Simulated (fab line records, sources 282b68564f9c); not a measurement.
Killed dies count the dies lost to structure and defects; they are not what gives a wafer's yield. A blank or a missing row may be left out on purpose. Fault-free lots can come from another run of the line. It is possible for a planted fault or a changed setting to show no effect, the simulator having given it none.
Which tool is to blame? -- flow rit cmos -- 15 lots with 45 wafers sampled at 6 steps, on a route of 202 steps

== WHAT EACH GAUGE READ, for each wafer ==
RIT_ACTIVE_BOW_MEAS_00.
lot,measured,on,INCOMING_BOW (um)
L564,day 1 10:04,film metro-02,2 -2 10
L565,day 1 15:01,film metro-01,18 -12 -1
L566,day 1 20:00,film metro-01,-5 9 1
L567,day 2 01:00,film metro-03,-5 -1 3
L569,day 2 11:00,film metro-03,11 3 3
L570,day 2 16:00,film metro-03,-4 -2 -12
L571,day 2 21:00,film metro-03,7 -3 -6
L572,day 3 02:04,film metro-01,0 -13 -10
L573,day 3 07:01,film metro-01,-15 1 3
L575,day 3 17:00,film metro-01,1 11 -3
L577,day 4 03:01,film metro-01,4 9 -3
L578,day 4 08:00,film metro-01,6 -10 5
L580,day 4 18:00,film metro-02,3 -10 -3
L585,day 5 19:00,film metro-01,-1 -1 -9
L587,day 6 05:02,film metro-02,-5 6 6

RIT_PWELL_TW_MEAS_10.
lot,measured,on,PWELL_TW
L564,day 1 23:03,film metro-04,957 955 956
L565,day 2 03:33,film metro-04,954 953 953
L566,day 2 08:39,film metro-04,946 951 948
L567,day 2 14:07,film metro-03,941 945 938
L569,day 2 23:40,film metro-04,951 955 951
L570,day 3 04:37,film metro-04,959 958 958
L571,day 3 11:47,film metro-01,954 950 952
L572,day 3 16:23,film metro-04,952 956 953
L573,day 3 20:18,film metro-04,954 960 959
L575,day 4 07:12,film metro-04,944 947 947
L577,day 4 19:07,film metro-04,950 943 948
L578,day 5 00:01,film metro-01,946 945 947
L580,day 5 12:47,film metro-01,942 940 945
L585,day 6 11:20,film metro-04,949 951 960
L587,day 6 19:19,film metro-04,955 951 957

RIT_REOX_THK_MEAS_04.
lot,measured,on,REOX_OXIDE_THK (nm)
L564,day 2 16:58,film metro-04,24.3 24.2 24.4
L565,day 2 20:32,film metro-01,25.0 24.7 24.6
L566,day 3 03:35,film metro-04,25.0 25.2 25.0
L567,day 3 06:52,film metro-04,25.3 24.6 24.9
L569,day 3 17:20,film metro-01,24.9 24.9 24.7
L570,day 4 00:37,film metro-03,25.2 25.2 25.2
L571,day 4 06:01,film metro-03,24.5 24.7 25.0
L572,day 4 09:55,film metro-04,25.0 25.0 24.8
L573,day 4 15:29,film metro-01,23.9 24.1 24.6
L575,day 5 03:51,film metro-04,24.8 25.1 25.0
L577,day 5 22:34,film metro-04,25.3 25.7 25.9
L578,day 5 22:37,film metro-04,25.5 25.5 25.7
L580,day 6 11:22,film metro-01,24.7 24.0 24.6
L585,day 7 07:52,film metro-01,25.0 25.0 25.0
L587,day 7 12:36,film metro-04,24.8 24.9 24.7

RIT_SILICIDE_RS_MEAS_02: the measuring method here is four-point-probe.
lot,measured,on,SILICIDE_TI_RS (ohm/sq)
L564,day 3 02:46,film metro-04,48.5 47.9 48.8
L565,day 3 06:06,film metro-04,48.1 48.5 47.7
L566,day 3 13:18,film metro-04,48.5 48.3 48.1
L567,day 3 16:38,film metro-02,47.4 47.3 47.9
L569,day 4 02:50,film metro-03,47.1 47.3 47.0
L570,day 4 10:22,film metro-04,48.2 47.8 48.1
L571,day 4 15:44,film metro-04,48.5 48.0 48.4
L572,day 4 19:28,film metro-04,47.5 48.3 48.0
L573,day 5 01:18,film metro-04,47.0 47.1 46.8
L575,day 5 13:44,film metro-04,20.5 20.5 20.3 20.5 20.5 20.3
L577,day 6 08:39,film metro-04,47.5 47.0 48.1
L578,day 6 09:02,film metro-03,48.5 47.7 48.1
L580,day 6 21:47,film metro-03,20.3 20.5 20.4 20.5 20.6 20.5
L585,day 7 17:51,film metro-02,20.2 19.9 20.3 20.3 20.0 20.3
L587,day 7 22:41,film metro-03,47.4 47.5 47.7

RIT_SILICIDE_THK_MEAS_03: measures by xrf.
lot,measured,on,SILICIDE_TI_THK (nm)
L564,day 3 02:51,film metro-04,29.9 30.2 29.8
L565,day 3 06:13,film metro-04,30.1 29.8 30.1
L566,day 3 13:25,film metro-04,30.1 29.9 30.1
L567,day 3 16:45,film metro-02,29.9 30.2 29.9
L569,day 4 02:58,film metro-03,30.3 30.0 30.3
L570,day 4 10:29,film metro-04,30.1 30.3 30.2
L571,day 4 15:51,film metro-04,29.9 30.3 29.9
L572,day 4 19:34,film metro-04,30.4 30.0 30.2
L573,day 5 01:25,film metro-04,30.7 30.5 30.9
L575,day 6 01:13,film metro-04,60.9 60.7 60.8 60.8 60.4 61.0
L577,day 6 08:46,film metro-04,30.5 30.6 30.2
L578,day 6 09:10,film metro-03,29.4 29.8 29.6
L580,day 6 23:25,film metro-03,59.6 59.3 59.4 59.4 59.4 59.6
L585,day 8 00:12,film metro-02,60.2 61.4 60.3 60.4 61.3 60.5
L587,day 7 22:47,film metro-03,30.1 30.2 30.1

== EACH LOT AND THE TOOL THAT RAN IT (in order: tool; ch and the chambers of the sampled wafers; start) ==
lot,RIT_SILICIDE_SPUTTER_01
L564,"pvd sputter-04, day 3 02:33"
L565,"pvd sputter-01, day 3 05:56"
L566,"pvd sputter-04, day 3 13:09"
L567,"pvd sputter-04, day 3 16:29"
L569,"pvd sputter-04, day 4 02:39"
L570,"pvd sputter-03, day 4 10:13"
L571,"pvd sputter-04, day 4 15:35"
L572,"pvd sputter-03, day 4 19:16"
L573,"pvd sputter-04, day 5 01:08"
L575,"pvd sputter-03, day 5 13:07"
L577,"pvd sputter-04, day 6 08:29"
L578,"pvd sputter-03, day 6 08:53"
L580,"pvd sputter-01, day 6 21:19"
L585,"pvd sputter-01, day 7 17:23"
L587,"pvd sputter-03, day 7 22:29"
- RIT_SILICIDE_SPUTTER_01: material Ti, target thk 30 nm, time 240 s.

== WHAT THE TOOLS THEMSELVES READ (means of the sampled wafers that have a number; where no wafer has one, the mark that the record gives instead) ==
RIT_SILICIDE_SPUTTER_01.
lot,tool,chamber pressure pa (Pa),throttle valve pct (%)
L564,pvd sputter-04,0.6677,29.6
L565,pvd sputter-01,0.6670,30.7
L566,pvd sputter-04,0.6673,30.6
L567,pvd sputter-04,0.6670,29.3
L569,pvd sputter-04,0.6664,30.3
L570,pvd sputter-03,0.6681,30.2
L571,pvd sputter-04,0.6673,30.2
L572,pvd sputter-03,0.6682,30.7
L573,pvd sputter-04,0.6655,30.1
L575,pvd sputter-03,0.6672,29.1
L577,pvd sputter-04,0.6687,30.3
L578,pvd sputter-03,0.6673,29.3
L580,pvd sputter-01,0.6664,30.1
L585,pvd sputter-01,0.6672,30.7
L587,pvd sputter-03,0.6659,30.0

== THE ANSWER, worked out from the rows above alone ==
Rule: the usual values come from the lots themselves. The widest of any qualifying gaps counts: lots, ordered by their means at a reading, are off when they make up no more than a third of the lots, leave a main group of 4 or more, and stand apart from it by 3 or more times the standard deviation of that group's means. If all means in a main group match to the digits the tables above print for the reading, that group is not used. A lot without any number at a reading at which 4 lots or more have one is off too. All remaining lots with rows at the step are treated as sound. After the gauges, taken in route order, come the tools' own readings; for these a lot's mean is taken, as printed above. At the first step where some lot is off, the reading lying furthest off is the one used; lots without a number count as furthest.
Off: L575, L580, L585, seen at RIT_SILICIDE_RS_MEAS_02 (SILICIDE_TI_RS). For the main group the mean is 47.8 ohm/sq and the standard deviation 0.45.
If a tool, at a process step before that reading, ran all the lots that are off and no sound lot after the first of them, it fits. Gauges at RIT_SILICIDE_RS_MEAS_02: tried the same way as those tools. Not one of the candidates tried fits.

== WHAT THE SIMULATOR HAD PUT IN ==
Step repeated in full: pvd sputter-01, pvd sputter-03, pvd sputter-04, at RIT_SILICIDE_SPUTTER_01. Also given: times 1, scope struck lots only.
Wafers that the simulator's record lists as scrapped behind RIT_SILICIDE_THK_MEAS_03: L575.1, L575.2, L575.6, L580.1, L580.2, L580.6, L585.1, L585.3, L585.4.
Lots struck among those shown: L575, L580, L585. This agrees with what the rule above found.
